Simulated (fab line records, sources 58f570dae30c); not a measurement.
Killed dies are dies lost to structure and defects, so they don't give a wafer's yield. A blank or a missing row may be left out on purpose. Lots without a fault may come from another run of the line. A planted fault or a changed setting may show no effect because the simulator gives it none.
Which tool did it? | flow berkeley_cmos170 | 14 lots, 42 wafers sampled, at 4 steps of a route of 331

WHAT THE GAUGES READ, wafer by wafer
UCB170_V1_THK_MEAS_04. Usual: V1_POLISHED_THK 1000.2 nm, standard deviation 0.92.
lot  | measured     | on            | V1_POLISHED_THK (nm) | flag
L641 | day 8 04:44  | film_metro-01 | 999.7 999.1 998.8    |
L642 | day 8 18:45  | film_metro-02 | 999.0 1000.8 1000.9  |
L643 | day 8 20:04  | film_metro-03 | 998.8 998.5 998.5    |
L644 | day 9 07:29  | film_metro-01 | 1001.3 1001.5 1002.6 |
L646 | day 9 11:48  | film_metro-03 | 1001.2 1000.8 1001.4 |
L647 | day 9 13:08  | film_metro-03 | 1001.0 1000.4 999.1  |
L645 | day 9 14:28  | film_metro-02 | 1000.6 1000.3 1001.3 |
L648 | day 9 22:32  | film_metro-03 | 1000.0 999.4 999.3   |
L651 | day 10 23:00 | film_metro-01 | 999.3 1000.1 999.5   |
L653 | day 11 13:48 | film_metro-02 | 1001.6 1000.9 1001.3 |
L656 | day 12 10:29 | film_metro-03 | 1000.6 1000.1 1000.0 |
L661 | day 13 09:56 | film_metro-03 | 1000.0 1000.9 1000.3 |
L664 | day 14 01:35 | film_metro-02 | 1000.3 1000.0 1000.2 |
L663 | day 14 02:55 | film_metro-03 | 1000.2 1000.3 1001.1 |

UCB170_V2_OVL_MEAS_13. Usual: V2_OVL 3 nm, standard deviation 5.2.
lot  | measured     | on         | V2_OVL (nm) | flag
L641 | day 8 12:49  | overlay-02 | 0 -9 -5     |
L642 | day 9 02:46  | overlay-02 | 3 1 -1      |
L643 | day 9 03:17  | overlay-01 | -1 8 7      |
L644 | day 9 13:53  | overlay-01 | -1 3 3      |
L646 | day 9 18:29  | overlay-01 | -8 -6 -9    |
L647 | day 9 20:50  | overlay-01 | 1 0 5       |
L645 | day 9 21:07  | overlay-02 | 3 -1 10     |
L648 | day 10 05:49 | overlay-01 | 10 -4 15    |
L651 | day 11 06:04 | overlay-02 | 6 9 2       |
L653 | day 11 20:53 | overlay-02 | 7 7 10      |
L656 | day 12 16:54 | overlay-02 | 7 4 3       |
L661 | day 13 17:47 | overlay-02 | -4 4 6      |
L664 | day 14 08:23 | overlay-02 | -4 -3 -1    |
L663 | day 14 10:01 | overlay-01 | 3 -1 7      |

WHICH TOOL RAN EACH LOT (tool, then ch and the chambers of the sampled wafers, then the start)
lot  | UCB170_M2_STRIP_07                   | UCB170_M2_METAL_ETCH_18
L641 | plasma_asher-01 ch 0, day 8 08:01    | rie_metal-01 ch 1, day 8 09:47
L642 | plasma_asher-01 ch 0,1, day 8 22:27  | rie_metal-01 ch 0,1, day 8 23:53
L643 | plasma_asher-03 ch 0,1, day 8 22:46  | rie_metal-02 ch 0,1, day 9 00:23
L644 | plasma_asher-01 ch 0,1, day 9 09:58  | rie_metal-01 ch 0,1, day 9 11:38
L646 | plasma_asher-01 ch 0,1, day 9 14:19  | rie_metal-02 ch 1, day 9 15:47
L647 | plasma_asher-01 ch 0,1, day 9 16:12  | rie_metal-04 ch 0,1, day 9 17:31
L645 | plasma_asher-03 ch 0,1, day 9 17:11  | rie_metal-02 ch 1, day 9 18:38
L648 | plasma_asher-01 ch 0, day 10 01:04   | rie_metal-04 ch 0,1, day 10 02:52
L651 | plasma_asher-03 ch 0,1, day 11 02:19 | rie_metal-02 ch 0,1, day 11 03:46
L653 | plasma_asher-03 ch 0,1, day 11 17:13 | rie_metal-02 ch 0,1, day 11 18:32
L656 | plasma_asher-03 ch 1, day 12 13:00   | rie_metal-02 ch 0,1, day 12 14:19
L661 | plasma_asher-03 ch 0,1, day 13 13:34 | rie_metal-02 ch 0,1, day 13 15:11
L664 | plasma_asher-01 ch 0,1, day 14 04:07 | rie_metal-01 ch 0, day 14 05:26
L663 | plasma_asher-03 ch 0,1, day 14 05:29 | rie_metal-04 ch 0,1, day 14 06:53
- UCB170_M2_STRIP_07: strips in O2.
- UCB170_M2_METAL_ETCH_18: etches Al in Cl2/BCl3, stops on SiO2, target depth 1170 nm, time 195 s.

WHAT THE TOOLS THEMSELVES READ (means of the sampled wafers that have a number; where no wafer has one, the mark that the record gives instead)
UCB170_M2_STRIP_07. Usual: drypump_motor_current_A 5.7 A, standard deviation 0.51; oes_product_au 0.734 a.u., standard deviation 0.0046; strip_time_to_endpoint_s 22.00 s, standard deviation 0.065.
lot  | tool            | drypump_motor_current_A (A) | oes_product_au (a.u.) | strip_time_to_endpoint_s (s) | flag
L641 | plasma_asher-01 | 5.2                         | 0.734                 | 21.96                        |
L642 | plasma_asher-01 | 5.3                         | 0.738                 | 22.03                        |
L643 | plasma_asher-03 | 5.7                         | 0.739                 | 21.98                        |
L644 | plasma_asher-01 | 5.5                         | 0.736                 | 22.08                        |
L646 | plasma_asher-01 | 5.5                         | 0.736                 | 22.01                        |
L647 | plasma_asher-01 | 5.3                         | 0.735                 | 21.97                        |
L645 | plasma_asher-03 | 5.7                         | 0.735                 | 21.88                        |
L648 | plasma_asher-01 | 5.1                         | 0.734                 | 21.95                        |
L651 | plasma_asher-03 | 5.7                         | 0.731                 | 22.04                        |
L653 | plasma_asher-03 | 5.7                         | 0.734                 | 21.92                        |
L656 | plasma_asher-03 | 5.3                         | 0.730                 | 21.98                        |
L661 | plasma_asher-03 | 5.7                         | 0.735                 | 22.02                        |
L664 | plasma_asher-01 | 5.5                         | 0.735                 | 21.96                        |
L663 | plasma_asher-03 | 6.1                         | 0.730                 | 21.97                        |

UCB170_M2_METAL_ETCH_18. Usual: drypump_motor_current_A 5.74 A, standard deviation 0.29; oes_product_au 0.858 a.u., standard deviation 0.014; throttle_valve_pct 24.39 %, standard deviation 0.16.
lot  | tool         | drypump_motor_current_A (A) | oes_product_au (a.u.) | throttle_valve_pct (%) | flag
L641 | rie_metal-01 | 6.20                        | 0.887                 | 24.46                  |
L642 | rie_metal-01 | 5.82                        | 0.871                 | 24.36                  |
L643 | rie_metal-02 | 5.50                        | 0.847                 | 24.31                  |
L644 | rie_metal-01 | 6.01                        | 0.866                 | 24.41                  |
L646 | rie_metal-02 | 5.41                        | 0.852                 | 24.13                  |
L647 | rie_metal-04 | 5.72                        | 0.852                 | 24.49                  |
L645 | rie_metal-02 | 5.42                        | 0.856                 | 24.12                  |
L648 | rie_metal-04 | 5.71                        | 0.854                 | 24.48                  |
L651 | rie_metal-02 | 5.58                        | 0.838                 | 24.47                  |
L653 | rie_metal-02 | 5.58                        | 0.843                 | 24.48                  |
L656 | rie_metal-02 | 5.51                        | 0.847                 | 24.30                  |
L661 | rie_metal-02 | 5.52                        | 0.855                 | 24.29                  |
L664 | rie_metal-01 | 5.60                        | 0.866                 | 24.31                  |
L663 | rie_metal-04 | 5.72                        | 0.860                 | 24.49                  |

THE ANSWER, worked out from the rows above alone
Rule: a lot is off if the mean of its wafers that have a number lies more than 3 standard deviations from the usual mean. A lot without any number at a reading at which 4 lots or more have one is off too. The other lots that the step has rows for count as sound. The gauges are gone through in route order, then the tools' own readings, and for those a lot's mean is taken as printed above. The first step at which some lot is off is used, and at that step the reading that is off furthest; a lot without a number counts as furthest.
No lot is off at any reading shown: from this, nothing can be told.

WHAT THE SIMULATOR HAD PUT IN
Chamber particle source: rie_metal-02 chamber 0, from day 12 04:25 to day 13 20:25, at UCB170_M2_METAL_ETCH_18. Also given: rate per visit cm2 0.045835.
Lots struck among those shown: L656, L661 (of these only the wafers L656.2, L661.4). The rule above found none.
